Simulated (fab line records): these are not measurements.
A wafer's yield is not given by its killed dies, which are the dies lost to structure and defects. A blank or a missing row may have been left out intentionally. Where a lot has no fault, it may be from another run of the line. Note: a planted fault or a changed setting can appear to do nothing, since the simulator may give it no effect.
Which tool is to blame? | flow rit cmos | Sampling: 14 lots, 42 wafers, 4 of 202 route steps

## WHAT EACH GAUGE READ, for each wafer
RIT_PRETRO_OVL_MEAS_06. Usual: for PRETRO_OVL the level is 0.3 nm and the standard deviation is 1.3.
lot  | measured    | on         | PRETRO_OVL (nm) | flag
L972 | day 2 14:01 | overlay-02 | 0.8 0.5 0.6     |
L973 | day 2 17:22 | overlay-01 | 0.8 0.2 0.0     |
L975 | day 3 04:21 | overlay-02 | 0.2 1.0 0.4     |
L976 | day 3 07:44 | overlay-02 | -1.4 -1.2 -0.5  |
L979 | day 4 00:54 | overlay-01 | -0.6 -1.2 0.0   |
L981 | day 4 09:22 | overlay-02 | -0.1 -1.1 1.0   |
L982 | day 4 16:07 | overlay-01 | -0.3 1.5 -0.2   |
L986 | day 5 11:41 | overlay-02 | 1.1 0.4 1.8     |
L987 | day 5 16:43 | overlay-02 | -1.0 -1.3 1.3   |
L988 | day 5 23:07 | overlay-01 | 0.2 -0.2 -0.5   |
L989 | day 6 02:44 | overlay-02 | 2.5 -0.2 0.8    |
L990 | day 6 07:38 | overlay-02 | -1.5 -1.7 -1.0  |
L992 | day 7 03:00 | overlay-01 | -0.1 1.6 0.1    |
L994 | day 7 21:05 | overlay-02 | -0.1 0.5 0.3    |

RIT_PSD_OVL_MEAS_06. Usual: for PSD_OVL the level is 0.7 nm and the standard deviation is 1.4.
lot  | measured    | on         | PSD_OVL (nm)   | flag
L972 | day 3 07:00 | overlay-01 | 2.6 2.4 2.4    |
L973 | day 3 12:16 | overlay-02 | 1.7 0.5 2.2    |
L975 | day 3 21:29 | overlay-02 | -0.6 0.9 -0.1  |
L976 | day 4 01:12 | overlay-02 | 1.4 1.6 1.8    |
L979 | day 4 18:33 | overlay-01 | -0.3 -0.4 -0.7 |
L981 | day 5 04:50 | overlay-02 | 3.3 2.7 2.1    |
L982 | day 5 13:49 | overlay-02 | -0.6 -1.0 -1.7 |
L986 | day 6 05:46 | overlay-02 | 2.1 0.4 1.7    |
L987 | day 6 12:36 | overlay-01 | 0.2 -0.1 0.2   |
L988 | day 7 02:07 | overlay-01 | -0.3 -0.1 0.8  |
L989 | day 7 02:21 | overlay-02 | 2.1 2.1 1.4    |
L990 | day 7 15:38 | overlay-01 | -1.3 -2.2 -2.8 |
L992 | day 8 12:43 | overlay-02 | -1.9 -1.3 -1.7 |
L994 | day 8 23:41 | overlay-02 | 0.1 -0.3 0.1   |

RIT_M1_THK_MEAS_02: measures by xrf. Usual: for M1_AL_THK the level is 407 nm and the standard deviation is 4.9.
lot  | measured    | on            | M1_AL_THK (nm) | flag
L972 | day 3 12:02 | film metro-02 | 406 401 401    |
L973 | day 3 17:10 | film metro-04 | 406 412 411    |
L975 | day 4 02:12 | film metro-01 | 401 400 405    |
L976 | day 4 05:59 | film metro-02 | 404 404 409    |
L979 | day 4 23:23 | film metro-02 | 414 414 414    |
L986 | day 6 10:24 | film metro-04 | 414 403 411    |
L987 | day 6 17:15 | film metro-01 | 406 404 408    |
L988 | day 7 06:53 | film metro-01 | 409 408 402    |
L989 | day 7 07:08 | film metro-02 | 406 409 407    |
L990 | day 7 20:17 | film metro-01 | 406 408 413    |
L992 | day 8 17:37 | film metro-04 | 415 416 412    |
L994 | day 9 04:55 | film metro-01 | 396 399 399    |

## TOOL THAT RAN EACH LOT (tool first, then ch and the chambers of the sampled wafers, then the start)
lot  | RIT_SILICIDE_WET_ETCH_00
L972 | wet bench-03 ch 3, day 3 08:49
L973 | wet bench-03 ch 3, day 3 13:47
L975 | wet bench-03 ch 1, day 3 22:59
L976 | wet bench-03 ch 1, day 4 02:40
L979 | wet bench-01 ch 3, day 4 20:02
L981 | wet bench-01 ch 1, day 5 06:18
L982 | wet bench-01 ch 3, day 5 15:21
L986 | wet bench-01 ch 3, day 6 07:15
L987 | wet bench-04 ch 1, day 6 14:04
L988 | wet bench-01 ch 3, day 7 03:35
L989 | wet bench-03 ch 0, day 7 03:49
L990 | wet bench-01 ch 3, day 7 17:07
L992 | wet bench-04 ch 1, day 8 14:25
L994 | wet bench-01 ch 3, day 9 01:10
- RIT_SILICIDE_WET_ETCH_00: etches SiO2 in BOE, target depth 14 nm, time 15 s.

## AS READ BY THE TOOLS THEMSELVES (means over the sampled wafers that have a number; for cases with no such wafer, the mark the record gives instead)
RIT_SILICIDE_WET_ETCH_00. Usual: bath heat duty pct 1.7 %, standard deviation 0.4; run length s 42.6 s, standard deviation 1.8.
lot  | tool         | bath heat duty pct (%) | run length s (s) | flag
L972 | wet bench-03 | 1.7                    | 45.2             |
L973 | wet bench-03 | 1.7                    | 41.0             |
L975 | wet bench-03 | 1.5                    | 43.6             |
L976 | wet bench-03 | 1.8                    | 42.1             |
L979 | wet bench-01 | 1.6                    | 41.1             |
L981 | wet bench-01 | -                      | -                | OFF
L982 | wet bench-01 | -                      | -                | OFF
L986 | wet bench-01 | 1.9                    | 41.9             |
L987 | wet bench-04 | 2.1                    | 45.7             |
L988 | wet bench-01 | 1.6                    | 41.9             |
L989 | wet bench-03 | 1.6                    | 45.8             |
L990 | wet bench-01 | 1.6                    | 41.9             |
L992 | wet bench-04 | 2.1                    | 41.8             |
L994 | wet bench-01 | 1.9                    | 42.2             |

## THE ANSWER, worked out from the rows above alone
Rule: lot off if the mean of its wafers having a number is beyond 3 standard deviations from the usual mean. Also off: a lot with no number at a reading for which 4 or more lots have one. Where the step has rows for the other lots, those lots are counted as sound. After the gauges, taken in route order, come the tools' own readings; for these a lot's mean is taken, as printed above. At the first step where some lot is off, the reading lying furthest off is the one used; lots without a number count as furthest.
Off: L981, L982 (RIT_SILICIDE_WET_ETCH_00, bath heat duty pct). Without a number there: L981, L982.
If a tool, at that step or one of the process steps before it, ran each lot that is off and ran no sound lot following the first of them, it fits. No candidate that was tried fits.

## WHAT THE SIMULATOR PUT IN
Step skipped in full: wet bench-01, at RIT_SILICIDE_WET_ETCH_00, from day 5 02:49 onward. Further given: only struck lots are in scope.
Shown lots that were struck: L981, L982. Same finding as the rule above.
